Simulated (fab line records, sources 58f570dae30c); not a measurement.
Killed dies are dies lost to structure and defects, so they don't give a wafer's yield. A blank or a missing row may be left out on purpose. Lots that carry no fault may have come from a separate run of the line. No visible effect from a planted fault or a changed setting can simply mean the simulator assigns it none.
fab line records	flow berkeleyCmos170
record lots=16	wafers=48	lastDay=13
route steps=331 shown CONTACT@228 M2@290
lots that met no fault: taken from a fault-free run of the same line
startH: hours from the record's opening day to when the first of the lot's shown wafers began	waitH: hours elapsed since this lot's preceding step	" unchanged from the row above	L1.1+2: a row that stands for several wafers	- no value, or no start was given	* or withheld: withheld	< > ~ a bound
route shown NAME@n: NAME is a module with steps in the file, n the number in the route of the first one	usual: mean and standard deviation over wafers with no fault	same: alike in all rows	chamber/n: place in a boat	sites: per-site readings	_std_site: the standard deviation of these	_edge_site: inner sites' mean taken away from outer sites' mean	radiusMm: how far each site lies from the wafer's centre	mask NAME#n: copy n	behind: the last tool/chamber to shape the wafer	hold: the reason the lot was held/the length of the hold in hours/how it ended	device: transistor that didn't switch, given as n, p or np	end of line: the route-end tests of the same wafers	for a step that has no rows: nothing shown but its recipe	killed: dies lost to structure and defects at the first sort, not the wafer's yield	map: dies across one wafer; x = killed, . = not, _ = none there
set.NAME: the setting that was run; set.NAME@STEP: the one run at that earlier step	model.NAME: the simulator's own value behind a step, which no gauge read
one table for each step of the route and one row for each wafer, over a sample of lots
services: from which hour (startH, from the record's first day; less than 0 if before it) a tool's chamber was out of use, for how many hours, and why
## steps
# step UCB170_CONTACT_EXPOSE_12
# recipe maskId=CONT	targetCdNm=700	na=0.5	sigmaOuter=0.6	sourceShape=conventional	doseMj=35
# usual reticleTempC=23.01/0.095
# same na=0.5
lot.wafer	tool	chamber	startH	waitH	mask	reticleTempC
L651.1	krfScanner-02	0	159.51	-	CONT#0	22.95
L651.3	"	0	"	"	CONT#0	22.79
L651.4	"	0	"	"	CONT#0	22.92
L652.1	krfScanner-01	0	189.16	-	CONT#0	23.04
L652.2	"	0	"	"	CONT#0	23.10
L652.5	"	0	"	"	CONT#0	23.06
L653.1	krfScanner-01	0	205.57	-	CONT#0	23.09
L653.2	"	0	"	"	CONT#0	22.97
L653.5	"	0	"	"	CONT#0	23.15
L654.2	krfScanner-02	0	206.05	-	CONT#0	22.87
L654.4	"	0	"	"	CONT#0	22.84
L654.5	"	0	"	"	CONT#0	23.06
L655.2	krfScanner-01	0	206.29	-	CONT#0	22.98
L655.3	"	0	"	"	CONT#0	23.24
L655.4	"	0	"	"	CONT#0	23.04
L656.2	krfScanner-02	0	206.53	-	CONT#0	22.99
L656.4	"	0	"	"	CONT#0	23.05
L656.5	"	0	"	"	CONT#0	23.08
L657.2	krfScanner-02	0	209.15	-	CONT#0	22.94
L657.3	"	0	"	"	CONT#0	23.03
L657.4	"	0	"	"	CONT#0	22.95
L658.2	krfScanner-01	0	209.45	-	CONT#0	23.00
L658.3	"	0	"	"	CONT#0	23.02
L658.5	"	0	"	"	CONT#0	22.92
L661.2	krfScanner-01	0	218.62	-	CONT#0	23.10
L661.3	"	0	"	"	CONT#0	23.12
L661.4	"	0	"	"	CONT#0	23.04
L662.2	krfScanner-02	0	227.88	-	CONT#0	22.94
L662.3	"	0	"	"	CONT#0	23.06
L662.4	"	0	"	"	CONT#0	22.95
L663.2	krfScanner-01	0	228.12	-	CONT#0	23.10
L663.3	"	0	"	"	CONT#0	23.11
L663.5	"	0	"	"	CONT#0	23.05
L664.1	krfScanner-01	0	248.51	-	CONT#0	23.10
L664.2	"	0	"	"	CONT#0	22.99
L664.4	"	0	"	"	CONT#0	23.00
L666.1	krfScanner-01	0	258.38	-	CONT#0	23.14
L666.3	"	0	"	"	CONT#0	23.07
L666.5	"	0	"	"	CONT#0	22.98
L668.2	krfScanner-02	0	258.75	-	CONT#0	23.01
L668.3	"	0	"	"	CONT#0	22.98
L668.5	"	0	"	"	CONT#0	23.00
L670.1	krfScanner-02	0	277.26	-	CONT#0	22.96
L670.2	"	0	"	"	CONT#0	22.94
L670.4	"	0	"	"	CONT#0	22.86
L674.2	krfScanner-02	0	290.56	-	CONT#0	22.95
L674.3	"	0	"	"	CONT#0	22.97
L674.6	"	0	"	"	CONT#0	22.75
# step UCB170_CONTACT_OVL_MEAS_16
# usual CONTACT_OVL=-2/4.7
lot.wafer	tool	chamber	startH	waitH	CONTACT_OVL[nm]
L651.1	overlay-02	-	160.02	0.1	1
L651.3	"	-	"	"	0
L651.4	"	-	"	"	-13
L652.1	overlay-02	-	189.68	0.1	-3
L652.2	"	-	"	"	-2
L652.5	"	-	"	"	3
L653.1	overlay-01	-	206.08	0.1	2
L653.2	"	-	"	"	-1
L653.5	"	-	"	"	4
L654.2	overlay-02	-	206.55	0.1	-13
L654.4	"	-	"	"	-9
L654.5	"	-	"	"	-10
L655.2	overlay-01	-	206.79	0.1	-1
L655.3	"	-	"	"	-6
L655.4	"	-	"	"	5
L656.2	overlay-02	-	207.03	0.1	-2
L656.4	"	-	"	"	-9
L656.5	"	-	"	"	-8
L657.2	overlay-01	-	209.98	0.1	-3
L657.3	"	-	"	"	0
L657.4	"	-	"	"	-13
L658.2	overlay-01	-	210.02	0.1	-7
L658.3	"	-	"	"	1
L658.5	"	-	"	"	1
L661.2	overlay-02	-	219.77	0.1	-135
L661.3	"	-	"	"	-128
L661.4	"	-	"	"	-125
L662.2	overlay-02	-	228.41	0.1	2
L662.3	"	-	"	"	-6
L662.4	"	-	"	"	-1
L663.2	overlay-01	-	228.69	0.1	-124
L663.3	"	-	"	"	-134
L663.5	"	-	"	"	-130
L664.1	overlay-02	-	249.69	0.1	-135
L664.2	"	-	"	"	-135
L664.4	"	-	"	"	-128
L666.1	overlay-02	-	259.01	0.1	-132
L666.3	"	-	"	"	-126
L666.5	"	-	"	"	-127
L668.2	overlay-01	-	259.29	0.1	1
L668.3	"	-	"	"	-7
L668.5	"	-	"	"	-3
L670.1	overlay-02	-	277.77	0.1	3
L670.2	"	-	"	"	6
L670.4	"	-	"	"	6
L674.2	overlay-02	-	291.06	0.1	1
L674.3	"	-	"	"	0
L674.6	"	-	"	"	10
# step UCB170_M2_STRIP_19
# recipe chemistry=O2	powerW=400	pressureMtorr=3500	platenTempC=withheld	o2FlowSccm=400	overashFraction=0.5
# usual drypumpMotorCurrentA=5.69/0.09	oesProductAu=0.544/0.017
lot.wafer	tool	chamber	startH	waitH	drypumpMotorCurrentA	oesProductAu	rfHoursCounterH
L651.1	plasmaAsher-04	0	176.17	0.1	5.79	0.556	39
L651.3	"	0	"	"	5.77	0.565	-
L651.4	"	1	"	"	5.68	0.548	-
L652.1	plasmaAsher-04	1	202.86	0.3	5.71	0.567	41
L652.2	"	0	"	"	5.81	0.560	41
L652.5	"	0	"	"	5.80	0.577	-
L653.1	plasmaAsher-03	1	214.99	0.1	5.67	0.540	47
L653.2	"	0	"	"	5.53	0.537	47
L653.5	"	0	"	"	5.57	0.527	-
L654.2	plasmaAsher-04	1	216.21	0.1	5.71	0.556	43
L654.4	"	0	"	"	5.79	0.550	-
L654.5	"	1	"	"	5.71	0.554	-
L656.2	plasmaAsher-03	1	216.92	0.2	5.68	0.572	48
L656.4	"	1	"	"	5.68	0.569	-
L656.5	"	0	"	"	5.52	0.566	-
L655.2	plasmaAsher-04	1	216.99	0.1	5.68	0.536	43
L655.3	"	0	"	"	5.80	0.535	-
L655.4	"	1	"	"	5.69	0.539	-
L658.2	plasmaAsher-04	0	223.75	0.1	5.81	0.548	44
L658.3	"	0	"	"	5.81	0.536	-
L658.5	"	1	"	"	5.71	0.551	-
L657.2	plasmaAsher-01	1	224.21	0.1	5.62	0.530	49
L657.3	"	1	"	"	5.65	0.549	-
L657.4	"	0	"	"	5.67	0.533	-
L661.2	plasmaAsher-03	1	235.86	0.1	5.67	0.549	50
L661.3	"	0	"	"	5.53	0.553	-
L661.4	"	1	"	"	5.66	0.543	-
L663.2	plasmaAsher-04	1	239.43	0.1	5.68	0.512	46
L663.3	"	1	"	"	5.69	0.584	-
L663.5	"	0	"	"	5.80	0.578	-
L662.2	plasmaAsher-03	0	242.74	0.1	5.58	0.545	51
L662.3	"	0	"	"	5.56	0.541	-
L662.4	"	1	"	"	5.65	0.553	-
L664.1	plasmaAsher-03	1	261.53	0.1	5.69	0.549	53
L664.2	"	0	"	"	5.52	0.544	53
L664.4	"	1	"	"	5.68	0.535	-
L666.1	plasmaAsher-01	0	271.78	0.3	5.72	0.534	54
L666.3	"	0	"	"	5.68	0.537	-
L666.5	"	0	"	"	5.67	0.535	-
L668.2	plasmaAsher-04	0	272.23	0.2	5.77	0.539	50
L668.3	"	0	"	"	5.78	0.532	-
L668.5	"	1	"	"	5.72	0.555	-
L670.1	plasmaAsher-04	1	286.47	0.1	5.72	0.578	51
L670.2	"	0	"	"	5.80	0.530	51
L670.4	"	1	"	"	5.72	0.533	-
L674.2	plasmaAsher-04	1	300.17	0.1	5.74	0.533	52
L674.3	"	1	"	"	5.71	0.527	-
L674.6	"	1	"	"	5.72	0.520	-
## services
tool	chamber	startH	hours	kind
krfScanner-02	-	151.62	3.0	pm
krfScanner-01	-	160.21	0.8	pm
plasmaAsher-04	-	185.32	4.0	repair
krfScanner-02	-	188.21	0.8	pm
krfScanner-01	-	191.59	1.3	pm
plasmaAsher-01	-	207.43	12.8	repair
krfScanner-02	0	212.64	-	calibration
krfScanner-01	0	245.90	-	calibration
krfScanner-01	-	251.55	4.0	pm
krfScanner-01	-	261.85	1.0	pm
krfScanner-02	-	270.12	4.0	pm
krfScanner-02	-	288.31	1.0	pm
krfScanner-02	-	297.69	3.2	repair
## key
firstSign step=UCB170_CONTACT_OVL_MEAS_16	reading=CONTACT_OVL	direction=down	sigmas=27	usual=-2	struck=-130
effect none on later readings
metAt UCB170_CONTACT_EXPOSE_12
struckLots L661,L663,L664,L666
testerLeftOut L661,L663,L664,L666
notActingAt UCB170_M2_STRIP_19
onsetBetween 209.45 218.62
fault kind=scannerMatchingOverlay	tool=krfScanner-01	chamber=-	onsetH=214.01	steps=UCB170_CONTACT_EXPOSE_12	offset=-130
# testerLeftOut: of these lots the tester's yield and bins aren't shown, on N5 and GAA mostly nor the transistor test; their killed dies are dies lost to structure and defects alone, not to doping, threshold or leakage, so they don't give the yield
